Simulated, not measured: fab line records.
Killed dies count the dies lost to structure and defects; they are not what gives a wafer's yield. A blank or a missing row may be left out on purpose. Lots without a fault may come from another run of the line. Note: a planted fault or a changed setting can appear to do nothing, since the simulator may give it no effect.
A struck lot beside a sound one ; flow berkeley cmos170 ; 26 out of 331 route steps
Sound: wafers L554.1, L554.2, L554.5. Wafers L565.3, L565.4, L565.5 were the ones struck. The cause is named last.
For every step that has rows: the tool of each side, followed by ch and its chambers, followed by its first start. Under that, the readings that differ: sound wafers ; struck wafers ; difference of the means ; sigmas: that difference in standard deviations of wafers without a fault.
alike: words and numbers the same on both sides, and readings whose means are apart by under 2 such deviations; not compared: readings that were withheld, readings missing a value for some wafer, numbers with overlapping values and no deviation given by the record, and bounds like >300 which may hide the same value.
Wherever a step has rows on one side only, a row that says differs or no value, or a row with sigmas, the two part there. Non-overlapping numbers with no deviation appear without sigmas and do not part them. Lack of a reading on every wafer of one side parts them only where that side has two or more wafers.

first, 5 steps without rows for these wafers: UCB170_CONTACT_COAT_10 (resist thk 900 nm); UCB170_CONTACT_SOFTBAKE_11 (time 60 s); UCB170_CONTACT_EXPOSE_12 (exposes mask CONT, target cd 700 nm); UCB170_CONTACT_PEB_13; UCB170_CONTACT_DEVELOP_14 (develop time 45 s).
UCB170_CONTACT_CD_MEAS_15 targets a cd of 700 nm.
  sound: cd sem-01 at day 7 01:32; struck: cd sem-01 at day 8 22:25
  alike: cd nm
UCB170_CONTACT_OVL_MEAS_16:
  sound: overlay-02 at day 7 01:40; struck: overlay-01 at day 8 22:30
  alike: CONTACT_OVL
UCB170_CONTACT_ETCH_17: etches BARC in N2/H2.
  sound on rie diel-01 ch 1,2, day 7 01:41; struck on rie diel-01 ch 1,2,3, day 8 22:31
  alike: drypump motor current A, oes product au, throttle valve pct
UCB170_CONTACT_ETCH_18: etches PSG in CHF3/CF4/Ar, stops on TiSi2, target depth 840 nm, time 195 s.
  sound: rie diel-01 ch 1,2; struck: rie diel-01 ch 1,2,3
  alike: drypump motor current A, oes product au, throttle valve pct
  not compared: rf hours counter h
UCB170_CONTACT_STRIP_19: strips in O2.
  sound on plasma asher-04 ch 0,1, day 7 01:52; struck on plasma asher-01 ch 0,1, day 8 22:43
reading;sound;struck;difference;sigmas
drypump motor current A (A);6.4 6.4 6.4;5.9 4.8 4.8;-1.2;-2
  alike: o2 flow sccm, oes product au
  not compared: rf hours counter h
UCB170_CONTACT_CD_MEAS_90 targets a cd of 700 nm.
  sound: cd sem-02 at day 7 01:58; struck: cd sem-02 at day 8 22:50
  alike: cd nm
then, 1 step without rows for these wafers: UCB170_CONTACT_CLEAN_20 (cleans in SPM, time 600 s).
UCB170_M1_SPUTTER_00: material Al, target thk 600 nm, time 80 s.
  sound: pvd sputter-04 at day 7 02:25; struck: pvd sputter-02 at day 9 01:38
  alike: throttle valve pct
UCB170_M1_RS_MEAS_01: uses a four-point probe to measure.
  sound: film metro-01 at day 7 02:29; struck: film metro-03 at day 9 01:44
reading;sound;struck;difference;sigmas
M1_AL_RS (ohm/sq);0.0488 0.0490 0.0487;0.0239 0.0240 0.0240;-0.0249;-54
UCB170_M1_THK_MEAS_02: measures by xrf.
  sound: film metro-01 at day 7 02:36; struck: film metro-03 at day 9 01:50
reading;sound;struck;difference;sigmas
M1_AL_THK (nm);615 615 617;1247 1239 1234;+624;+86
then, 6 steps without rows for these wafers: UCB170_M1_COAT_03; UCB170_M1_COAT_04 (resist thk 900 nm); UCB170_M1_SOFTBAKE_05 (time 60 s); UCB170_M1_EXPOSE_06 (exposes mask METAL1, target cd 700 nm); UCB170_M1_PEB_07; UCB170_M1_DEVELOP_08 (develop time 45 s).
UCB170_M1_CD_MEAS_09 targets a cd of 700 nm.
  sound: cd sem-02 at day 7 04:16; struck: cd sem-01 at day 9 03:09
  alike: cd nm
UCB170_M1_OVL_MEAS_10:
  sound: overlay-01 at day 7 04:23; struck: overlay-02 at day 9 03:15
  alike: M1_OVL
UCB170_M1_ETCH_11: etches BARC in N2/H2.
  sound on rie diel-02 ch 0,1,3, day 7 04:25; struck on rie diel-03 ch 0,1,2, day 9 03:16
  alike: drypump motor current A, oes product au, throttle valve pct
UCB170_M1_METAL_ETCH_12: etches Al in Cl2/BCl3, stops on PSG, target depth 780 nm, time 130 s.
  sound on rie metal-03 ch 0,1, day 7 04:27; struck on rie metal-01 ch 0,1, day 9 03:22
reading;sound;struck;difference;sigmas
oes product au (a.u.);0.851 0.842 0.848;0.995 1.011 1.022;+0.162;+12
model.etch.depth nm (nm);597.9 595.3 598.4;757.9 786.1 782.6;+178.3;
model.M1.feature depth nm (nm);634.9 631.5 635.2;757.9 786.1 782.6;+141.7;
  alike: drypump motor current A, throttle valve pct
  not compared: rf hours counter h
UCB170_M1_STRIP_13: strips in O2.
  sound on plasma asher-03 ch 0,1, day 7 04:35; struck on plasma asher-03 ch 0,1, day 9 03:29
  alike: drypump motor current A, o2 flow sccm, oes product au
  not compared: rf hours counter h

WHERE THEY PART
First at UCB170_CONTACT_STRIP_19; last, within this record, at UCB170_M1_METAL_ETCH_12. Later steps at which nothing parts them and some readings are alike: UCB170_M1_STRIP_13.

WHY: whatever the simulator had introduced
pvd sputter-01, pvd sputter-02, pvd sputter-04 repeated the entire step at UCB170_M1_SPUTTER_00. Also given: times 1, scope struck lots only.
